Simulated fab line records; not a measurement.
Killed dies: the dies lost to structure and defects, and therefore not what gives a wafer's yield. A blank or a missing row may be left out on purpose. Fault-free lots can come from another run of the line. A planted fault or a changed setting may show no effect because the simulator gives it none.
A lot that was struck, set against a sound lot + flow berkeley-cmos170 + 15 steps out of a route of 331
Sound: wafers L579.1, L579.5, L579.6. Struck: wafer L586.3 (L586.1, L586.4, from the same lot, were not struck and are left out); the cause is given at the end.
Order at every step that has rows: each side's tool, ch and its chambers, its first start. Under that, the readings that differ: sound wafers + struck wafers + difference of the means + sigmas: that difference in standard deviations of wafers without a fault.
alike: words and numbers the same on both sides, and readings whose means are apart by under 2 such deviations; not compared: readings that were withheld, readings missing a value for some wafer, numbers with overlapping values and no deviation given by the record, and bounds like >300 which may hide the same value.
The two part at a step that has a row with sigmas, a row that says differs or no value, or rows on one side only. When numbers do not overlap yet have no deviation, they are printed without sigmas and do not part them. A reading missing from all wafers of one side parts the sides only when that side holds two or more wafers.

first, 3 steps without rows for these wafers: UCB170_NSD_EXPOSE_03 (exposes mask NSELECT MOD, target cd 1200 nm); UCB170_NSD_PEB_04; UCB170_NSD_DEVELOP_05 (develop time 45 s).
UCB170_NSD_CD_MEAS_06: the cd target is 1200 nm.
  sound on cd-sem-01, day 8 09:25; struck on cd-sem-02, day 9 03:23
  alike: cd-nm
UCB170_NSD_OVL_MEAS_07:
  sound on overlay-02, day 8 09:32; struck on overlay-02, day 9 03:31
  alike: NSD_OVL
after that, 1 step had no rows for these wafers: UCB170_NSD_IMPLANT_08.
UCB170_NSD_STRIP_09: strips in O2.
  sound on plasma-asher-04 ch 0,1, day 8 09:43; struck on plasma-asher-02 ch 0, day 9 03:41
| reading                     | sound          | struck | difference | sigmas |
|-----------------------------|----------------|--------|------------|--------|
| drypump-motor-current-A (A) | 5.20 5.08 5.21 | 5.61   | +0.45      | +2     |
  alike: oes-product-au, strip-time-to-endpoint-s
  not compared: rf-hours-counter-h
UCB170_NSD_TW_MEAS_10:
  sound on film-metro-03, day 8 09:49; struck on film-metro-03, day 9 03:47
| reading | sound          | struck | difference | sigmas |
|---------|----------------|--------|------------|--------|
| NSD_TW  | 4146 4138 4137 | 4227   | +87        | +3     |
then, 4 steps without rows for these wafers: UCB170_NSD_CLEAN_11 (cleans in SPM, time 600 s); UCB170_BACKSIDE_HMDS_00 (prime time 60 s); UCB170_BACKSIDE_COAT_01 (resist thk 900 nm); UCB170_BACKSIDE_SOFTBAKE_02 (time 60 s).
UCB170_BACKSIDE_STRIP_03: strips in O2.
  sound on plasma-asher-02 ch 0,1, day 8 10:30; struck on plasma-asher-02 ch 1, day 9 04:34
| reading                      | sound             | struck | difference | sigmas |
|------------------------------|-------------------|--------|------------|--------|
| oes-product-au (a.u.)        | 0.726 0.733 0.735 | 0.662  | -0.069     | -15    |
| strip-time-to-endpoint-s (s) | 21.99 21.97 21.96 | 25.19  | +3.22      | +49    |
  alike: drypump-motor-current-A
  not compared: rf-hours-counter-h
then, 1 step without rows for these wafers: UCB170_BACKSIDE_CLEAN_04 (cleans in SPM, time 600 s).
UCB170_M3_PROBE_99:
  rows exist in the record for the sound wafers here (prober-02, day 9 11:39), none for the struck ones

## WHERE THEY PART
First at UCB170_NSD_STRIP_09; last, within this record, at UCB170_M3_PROBE_99.

WHY: whatever the simulator had introduced
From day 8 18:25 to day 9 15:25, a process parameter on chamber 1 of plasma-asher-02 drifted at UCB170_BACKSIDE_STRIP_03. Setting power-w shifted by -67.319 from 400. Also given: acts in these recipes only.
